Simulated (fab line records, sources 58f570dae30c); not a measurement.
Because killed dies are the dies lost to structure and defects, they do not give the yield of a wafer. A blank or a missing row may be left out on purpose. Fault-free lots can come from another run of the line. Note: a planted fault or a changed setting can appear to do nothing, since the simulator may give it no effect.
Which tool was responsible? / flow berkeleyCmos170 / 45 wafers from 15 lots sampled at 6 of the route's 331 steps

WHAT THE GAUGES READ, wafer by wafer
UCB170_GATE_CD_MEAS_12: target cd 350 nm.
lot=L504; measured=day 7 04:41; on=cdSem-01; cdNm (nm)=351.5 350.4 350.5
lot=L506; measured=day 8 07:28; on=cdSem-01; cdNm (nm)=349.0 346.6 347.8
lot=L507; measured=day 8 07:32; on=cdSem-01; cdNm (nm)=349.5 347.6 350.1
lot=L510; measured=day 8 07:55; on=cdSem-01; cdNm (nm)=350.3 350.6 349.4
lot=L505; measured=day 8 08:16; on=cdSem-01; cdNm (nm)=348.7 350.1 349.9
lot=L511; measured=day 8 19:22; on=cdSem-01; cdNm (nm)=351.9 352.4 350.4
lot=L513; measured=day 9 09:47; on=cdSem-01; cdNm (nm)=350.2 350.6 350.4
lot=L516; measured=day 9 18:25; on=cdSem-02; cdNm (nm)=347.8 348.2 349.2
lot=L518; measured=day 10 09:53; on=cdSem-01; cdNm (nm)=351.8 351.5 350.7
lot=L520; measured=day 10 22:08; on=cdSem-01; cdNm (nm)=353.7 353.2 354.2
lot=L521; measured=day 11 02:47; on=cdSem-02; cdNm (nm)=349.6 349.6 348.5
lot=L524; measured=day 11 03:19; on=cdSem-02; cdNm (nm)=349.0 349.3 350.2
lot=L523; measured=day 11 03:50; on=cdSem-01; cdNm (nm)=349.0 349.8 350.5
lot=L525; measured=day 12 02:38; on=cdSem-02; cdNm (nm)=346.7 346.8 348.6
lot=L526; measured=day 12 09:02; on=cdSem-02; cdNm (nm)=349.5 349.1 349.1

UCB170_NLDD_OVL_MEAS_07.
lot=L504; measured=day 7 09:56; on=overlay-01; NLDD_OVL (nm)=8 4 3
lot=L506; measured=day 8 12:40; on=overlay-01; NLDD_OVL (nm)=-4 -2 -7
lot=L507; measured=day 8 12:49; on=overlay-02; NLDD_OVL (nm)=-3 -5 1
lot=L510; measured=day 8 14:06; on=overlay-01; NLDD_OVL (nm)=5 4 -1
lot=L505; measured=day 8 14:15; on=overlay-02; NLDD_OVL (nm)=10 2 9
lot=L511; measured=day 8 22:41; on=overlay-02; NLDD_OVL (nm)=1 -1 -10
lot=L513; measured=day 9 13:49; on=overlay-01; NLDD_OVL (nm)=1 8 -3
lot=L516; measured=day 9 23:59; on=overlay-02; NLDD_OVL (nm)=13 6 7
lot=L518; measured=day 10 13:35; on=overlay-02; NLDD_OVL (nm)=-8 -8 -2
lot=L520; measured=day 11 06:26; on=overlay-02; NLDD_OVL (nm)=-3 -1 4
lot=L521; measured=day 11 08:44; on=overlay-02; NLDD_OVL (nm)=-10 2 -5
lot=L524; measured=day 11 08:52; on=overlay-02; NLDD_OVL (nm)=-2 -11 -8
lot=L523; measured=day 11 09:06; on=overlay-02; NLDD_OVL (nm)=3 1 -4
lot=L525; measured=day 12 08:26; on=overlay-01; NLDD_OVL (nm)=-1 8 13
lot=L526; measured=day 12 12:47; on=overlay-01; NLDD_OVL (nm)=-6 -7 1

UCB170_NLDD_TW_MEAS_11.
lot=L504; measured=day 7 10:22; on=filmMetro-01; NLDD_TW=2222 2235 2234
lot=L506; measured=day 8 13:07; on=filmMetro-01; NLDD_TW=2221 2224 2223
lot=L507; measured=day 8 13:15; on=filmMetro-02; NLDD_TW=2234 2233 2235
lot=L510; measured=day 8 14:32; on=filmMetro-01; NLDD_TW=2245 2243 2236
lot=L505; measured=day 8 14:41; on=filmMetro-03; NLDD_TW=2176 2185 2193
lot=L511; measured=day 8 23:07; on=filmMetro-02; NLDD_TW=2233 2228 2239
lot=L513; measured=day 9 14:16; on=filmMetro-03; NLDD_TW=2188 2191 2184
lot=L516; measured=day 10 00:34; on=filmMetro-01; NLDD_TW=2200 2206 2209
lot=L518; measured=day 10 14:01; on=filmMetro-01; NLDD_TW=2207 2209 2203
lot=L520; measured=day 11 06:53; on=filmMetro-01; NLDD_TW=2389 2368 2372
lot=L521; measured=day 11 09:11; on=filmMetro-03; NLDD_TW=2338 2338 2349
lot=L524; measured=day 11 09:17; on=filmMetro-02; NLDD_TW=2219 2222 2205
lot=L523; measured=day 11 09:32; on=filmMetro-01; NLDD_TW=2385 2390 2379
lot=L525; measured=day 12 08:52; on=filmMetro-03; NLDD_TW=2177 2182 2199
lot=L526; measured=day 12 13:14; on=filmMetro-02; NLDD_TW=2219 2220 2225

UCB170_PSD_TW_MEAS_10.
lot=L504; measured=day 7 17:14; on=filmMetro-02; PSD_TW=2339 2335 2338
lot=L506; measured=day 8 21:57; on=filmMetro-02; PSD_TW=2343 2356 2347
lot=L507; measured=day 8 21:49; on=filmMetro-02; PSD_TW=2344 2358 2350
lot=L510; measured=day 8 22:20; on=filmMetro-01; PSD_TW=2341 2355 2343
lot=L505; measured=day 8 22:12; on=filmMetro-02; PSD_TW=2351 2347 2349
lot=L511; measured=day 9 08:56; on=filmMetro-03; PSD_TW=2294 2283 2304
lot=L513; measured=day 10 00:57; on=filmMetro-01; PSD_TW=2307 2329 2328
lot=L516; measured=day 10 07:17; on=filmMetro-02; PSD_TW=2353 2346 2344
lot=L518; measured=day 10 23:35; on=filmMetro-03; PSD_TW=2309 2306 2319
lot=L520; measured=day 11 16:19; on=filmMetro-03; PSD_TW=2304 2285 2299
lot=L521; measured=day 11 16:40; on=filmMetro-02; PSD_TW=2330 2329 2325
lot=L524; measured=day 11 16:25; on=filmMetro-01; PSD_TW=2323 2334 2330
lot=L523; measured=day 11 16:56; on=filmMetro-03; PSD_TW=2289 2296 2294
lot=L525; measured=day 12 14:02; on=filmMetro-03; PSD_TW=2290 2291 2297
lot=L526; measured=day 12 21:08; on=filmMetro-03; PSD_TW=2304 2302 2312

UCB170_SDANNEAL_RS_MEAS_05: uses a four-point probe to measure.
lot=L504; measured=day 7 20:53; on=filmMetro-03; NLDD_RS (ohm/sq)=616.8 616.0 614.4
lot=L506; measured=day 9 01:13; on=filmMetro-01; NLDD_RS (ohm/sq)=614.2 617.0 616.7
lot=L507; measured=day 9 00:53; on=filmMetro-02; NLDD_RS (ohm/sq)=616.7 616.9 616.5
lot=L510; measured=day 9 01:44; on=filmMetro-01; NLDD_RS (ohm/sq)=618.1 618.1 619.3
lot=L505; measured=day 9 01:32; on=filmMetro-02; NLDD_RS (ohm/sq)=615.5 617.1 616.2
lot=L511; measured=day 9 11:59; on=filmMetro-03; NLDD_RS (ohm/sq)=615.2 615.0 613.8
lot=L513; measured=day 10 06:12; on=filmMetro-01; NLDD_RS (ohm/sq)=618.8 618.1 618.9
lot=L516; measured=day 10 11:35; on=filmMetro-02; NLDD_RS (ohm/sq)=615.3 616.2 616.7
lot=L518; measured=day 11 06:27; on=filmMetro-03; NLDD_RS (ohm/sq)=615.4 616.1 616.6
lot=L520; measured=day 11 19:56; on=filmMetro-02; NLDD_RS (ohm/sq)=516.8 516.6 516.6
lot=L521; measured=day 11 20:17; on=filmMetro-03; NLDD_RS (ohm/sq)=517.5 517.4 518.2
lot=L524; measured=day 11 19:38; on=filmMetro-01; NLDD_RS (ohm/sq)=617.1 615.8 614.8
lot=L523; measured=day 11 20:24; on=filmMetro-01; NLDD_RS (ohm/sq)=518.9 518.4 518.4
lot=L525; measured=day 12 17:17; on=filmMetro-01; NLDD_RS (ohm/sq)=616.7 617.7 617.3
lot=L526; measured=day 13 01:28; on=filmMetro-01; NLDD_RS (ohm/sq)=616.9 616.1 616.6

WHICH TOOL RAN EACH LOT (tool, then ch and the chambers of the sampled wafers, then the start)
lot=L504; UCB170_NLDD_IMPLANT_08=implanter-04 ch 0, day 7 09:59
lot=L506; UCB170_NLDD_IMPLANT_08=implanter-04 ch 0, day 8 12:44
lot=L507; UCB170_NLDD_IMPLANT_08=implanter-01 ch 0, day 8 12:51
lot=L510; UCB170_NLDD_IMPLANT_08=implanter-04 ch 0, day 8 14:10
lot=L505; UCB170_NLDD_IMPLANT_08=implanter-01 ch 0, day 8 14:17
lot=L511; UCB170_NLDD_IMPLANT_08=implanter-03 ch 0, day 8 22:44
lot=L513; UCB170_NLDD_IMPLANT_08=implanter-04 ch 0, day 9 13:53
lot=L516; UCB170_NLDD_IMPLANT_08=implanter-01 ch 0, day 10 00:04
lot=L518; UCB170_NLDD_IMPLANT_08=implanter-01 ch 0, day 10 13:38
lot=L520; UCB170_NLDD_IMPLANT_08=implanter-01 ch 0, day 11 06:29
lot=L521; UCB170_NLDD_IMPLANT_08=implanter-01 ch 0, day 11 08:48
lot=L524; UCB170_NLDD_IMPLANT_08=implanter-03 ch 0, day 11 08:53
lot=L523; UCB170_NLDD_IMPLANT_08=implanter-01 ch 0, day 11 09:08
lot=L525; UCB170_NLDD_IMPLANT_08=implanter-04 ch 0, day 12 08:29
lot=L526; UCB170_NLDD_IMPLANT_08=implanter-04 ch 0, day 12 12:50
- UCB170_NLDD_IMPLANT_08

AS READ BY THE TOOLS THEMSELVES (means over the sampled wafers that have a number; for cases with no such wafer, the mark the record gives instead)
UCB170_NLDD_IMPLANT_08.
lot=L504; tool=implanter-04; doseIonsCm2=4.992e+13; endStationPressureTorr (Torr)=5.19e-06; faradayCurrentUA=159
lot=L506; tool=implanter-04; doseIonsCm2=5.000e+13; endStationPressureTorr (Torr)=5.13e-06; faradayCurrentUA=158
lot=L507; tool=implanter-01; doseIonsCm2=5.002e+13; endStationPressureTorr (Torr)=4.95e-06; faradayCurrentUA=161
lot=L510; tool=implanter-04; doseIonsCm2=5.003e+13; endStationPressureTorr (Torr)=4.92e-06; faradayCurrentUA=158
lot=L505; tool=implanter-01; doseIonsCm2=5.000e+13; endStationPressureTorr (Torr)=5.04e-06; faradayCurrentUA=156
lot=L511; tool=implanter-03; doseIonsCm2=5.006e+13; endStationPressureTorr (Torr)=4.74e-06; faradayCurrentUA=159
lot=L513; tool=implanter-04; doseIonsCm2=5.001e+13; endStationPressureTorr (Torr)=5.12e-06; faradayCurrentUA=163
lot=L516; tool=implanter-01; doseIonsCm2=4.993e+13; endStationPressureTorr (Torr)=5.08e-06; faradayCurrentUA=159
lot=L518; tool=implanter-01; doseIonsCm2=4.999e+13; endStationPressureTorr (Torr)=5.21e-06; faradayCurrentUA=161
lot=L520; tool=implanter-01; doseIonsCm2=7.937e+13; endStationPressureTorr (Torr)=5.32e-06; faradayCurrentUA=250
lot=L521; tool=implanter-01; doseIonsCm2=7.934e+13; endStationPressureTorr (Torr)=5.26e-06; faradayCurrentUA=246
lot=L524; tool=implanter-03; doseIonsCm2=4.996e+13; endStationPressureTorr (Torr)=4.92e-06; faradayCurrentUA=160
lot=L523; tool=implanter-01; doseIonsCm2=7.931e+13; endStationPressureTorr (Torr)=5.05e-06; faradayCurrentUA=252
lot=L525; tool=implanter-04; doseIonsCm2=4.993e+13; endStationPressureTorr (Torr)=5.06e-06; faradayCurrentUA=159
lot=L526; tool=implanter-04; doseIonsCm2=4.999e+13; endStationPressureTorr (Torr)=5.41e-06; faradayCurrentUA=159

THE ANSWER, worked out from the rows above alone
Rule: what is usual is taken from the lots themselves. The widest of any qualifying gaps counts: lots, ordered by their means at a reading, are off when they make up no more than a third of the lots, leave a main group of 4 or more, and stand apart from it by 3 or more times the standard deviation of that group's means. A main group whose means are all the same, to the digits that the tables above print for the reading, isn't used. Also off: a lot with no number at a reading for which 4 or more lots have one. All remaining lots with rows at the step are treated as sound. The gauges are gone through in route order, then the tools' own readings, and for those a lot's mean is taken as printed above. At the first step where some lot is off, the reading lying furthest off is the one used; lots without a number count as furthest.
Off: at UCB170_NLDD_TW_MEAS_11 (NLDD_TW), L520, L521, L523. Main group: mean 2214, sd 19.
A tool fits if, at a process step before that reading, it ran every lot that is off, and no sound lot after the first of them. Not tried: the gauges at UCB170_NLDD_TW_MEAS_11; whatever is off there is also off at UCB170_NLDD_IMPLANT_08, on other tools, and gauge error can't account for it. One candidate fits, namely implanter-01 at UCB170_NLDD_IMPLANT_08. Its last sound lot is L518 (day 10 13:38), its first lot that is off L520 (day 11 06:29): a fault that began between those two fits.
The tool's own readings at UCB170_NLDD_IMPLANT_08 bear it out: on the lots that are off they differ by more than 5 times the standard deviation of the sound lots' means. doseIonsCm2 reads 7.934e+13 there against 4.999e+13 on the sound lots; faradayCurrentUA reads 249 there against 159 on the sound lots.

WHAT THE SIMULATOR PUT IN
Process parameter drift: implanter-01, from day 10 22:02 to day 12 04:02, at UCB170_NLDD_IMPLANT_08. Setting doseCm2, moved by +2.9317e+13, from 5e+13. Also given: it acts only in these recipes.
Struck lots among those shown: L520, L521, L523. The same result came from the rule above.
